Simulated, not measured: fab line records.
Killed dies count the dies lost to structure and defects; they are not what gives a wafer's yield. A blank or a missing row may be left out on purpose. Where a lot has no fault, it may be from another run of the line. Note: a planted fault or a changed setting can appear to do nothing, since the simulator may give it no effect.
Split-lot experiment	flow ritCmos	route with 202 steps; 5 lots, 23 wafers read

== THE SPLIT ==
At RIT_PLDD_IMPLANT_08, the setting energyKev was moved away from the recipe's 20 on 6 of the 23 wafers read, by -5.4% to -2.0%. All remaining wafers had this setting at the recipe value.

== FROM THE SPLIT TO THE READING: what the file shows between them, 9 steps ==
- RIT_PLDD_STRIP_09: strips in O2, time 180 s
- RIT_PLDD_TW_MEAS_10
- RIT_NSD_COAT_01: resist thk 1000 nm (also split here: resistThkNm)
- RIT_NSD_SOFTBAKE_02: time 60 s
- RIT_NSD_EXPOSE_03: exposes mask M9, target cd 40700 nm
- RIT_NSD_DEVELOP_05: develop time 50 s
- RIT_NSD_HARDBAKE_07: time 60 s
- RIT_PSD_DEVELOP_05: develop time 50 s (also split here: devTempC)
- RIT_PSD_HARDBAKE_07: time 60 s

== THE READING ==
Measured at RIT_SDANNEAL_RS_MEAS_06 by four-point probe: PLDD_RS, in ohm/sq. A value of 178.2 ohm/sq with a standard deviation of 0.54 ohm/sq is what fault-free wafers of this fab line usually give.

wafer	tool, chamber at the split	energyKev as run	against the recipe	PLDD_RS, ohm/sq	against lot-mates on the recipe
L074.1	implanter-01, 0	19.14	-4.3%	181.8	+2.7
L074.3	implanter-01, 0	20	recipe	179.3	-
L074.4	implanter-01, 0	20	recipe	178.8	-
L074.5	implanter-01, 0	19.14	-4.3%	181.3	+2.2
L074.6	implanter-01, 0	20	recipe	179.1	-
L076.1	implanter-03, 0	20	recipe	178.4	-
L076.2	implanter-03, 0	20	recipe	178.6	-
L076.3	implanter-03, 0	20	recipe	178.2	-
L076.5	implanter-03, 0	20	recipe	177.8	-
L076.6	implanter-03, 0	20	recipe	178.4	-
L080.2	implanter-03, 0	20	recipe	177.6	-
L080.4	implanter-03, 0	20	recipe	177.4	-
L080.6	implanter-03, 0	20	recipe	177.5	-
L081.1	implanter-04, 0	20	recipe	178.7	-
L081.3	implanter-04, 0	19.6	-2.0%	180.4	+1.7
L081.4	implanter-04, 0	20	recipe	178.5	-
L081.5	implanter-04, 0	20	recipe	178.8	-
L081.6	implanter-04, 0	19.6	-2.0%	180.2	+1.5
L084.1	implanter-03, 0	20	recipe	178.1	-
L084.2	implanter-03, 0	18.91	-5.4%	182.6	+4.4
L084.4	implanter-03, 0	18.91	-5.4%	182.0	+3.8
L084.5	implanter-03, 0	20	recipe	177.8	-
L084.6	implanter-03, 0	20	recipe	178.6	-

FIT RESULTS
A straight line over all 23 wafers: PLDD_RS changes by -0.748 ohm/sq for each +1% of energyKev; r = -0.94; the points scatter about the line by 0.53 ohm/sq.
The same after taking each lot's own level away (the mean of its wafers on the recipe; 23 wafers): -0.698 ohm/sq for each +1%; r = -0.97; scatter 0.31 ohm/sq.
Per that fit: largest energyKev move, reading shift of 3.8 ohm/sq.
The lots' own levels span 177.50 to 179.07 ohm/sq, that is 2.9 times the standard deviation above.
Hence the lot-to-lot level has little effect on the slope; both slopes agree.
Check: for one of the wafers moved furthest among these (-5.4%), held out of the fit, the line's prediction against its lot-mates is +3.55 ohm/sq. It came out at +4.43 ohm/sq against them.

== FURTHER SPLITS ON THESE WAFERS ==
Other splits were also applied to these wafers ahead of the reading. Each is held against what the fit with the lots' levels taken away leaves over:
other split on the same wafers	wafers away from the commonest value	r with PLDD_RS (lot level and that fit taken away)
RIT_ACTIVE_CVD_03 timeS	15	-0.29
RIT_ACTIVE_ETCH_13 rfW	10	+0.26
RIT_FOX1_OXIDATION_00 tempC	5	+0.22
RIT_NWELL_IMPLANT_08 energyKev	6	-0.21
RIT_PWELL_IMPLANT_08 energyKev	10	-0.43
RIT_PRETRO_SOFTBAKE_02 tempC	7	-0.01
RIT_PRETRO_IMPLANT_08 energyKev	10	-0.27
RIT_NLDD_COAT_01 resistThkNm	8	+0.20
RIT_NLDD_IMPLANT_08 doseCm2	10	+0.02
RIT_NSD_COAT_01 resistThkNm	9	-0.21
RIT_PSD_DEVELOP_05 devTempC	5	+0.07

== THE WHOLE CHAIN: every reading that the file lists as answering this split, in the file's order ==
step	what it does	reading	change (the file's fit)	r (the file's)
RIT_PLDD_IMPLANT_08		implant.rpNm (the simulator's own value, which no gauge read)	+0.137 nm for each +1% of the setting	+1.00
RIT_PLDD_IMPLANT_08		implant.drpNm (the simulator's own value, which no gauge read)	+0.069 nm for each +1% of the setting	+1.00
RIT_PLDD_TW_MEAS_10		PLDD_TW	+6.92 for each +1% of the setting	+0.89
RIT_SDANNEAL_RS_MEAS_06	measures by four-point-probe	PLDD_RS	-0.698 for each +1% of the setting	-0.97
RIT_M1_PROBE_99		etest.pldd.rsOhmSq (the simulator's own value, which no gauge read)	-15 for each +1% of the setting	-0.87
RIT_M1_PROBE_99		etest.pldd.lineOhmUm (the simulator's own value, which no gauge read)	-4.78 for each +1% of the setting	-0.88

== THE FILE'S OWN FIT ==
PLDD_RS changes by -0.698 ohm/sq for each +1% of energyKev, r = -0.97.
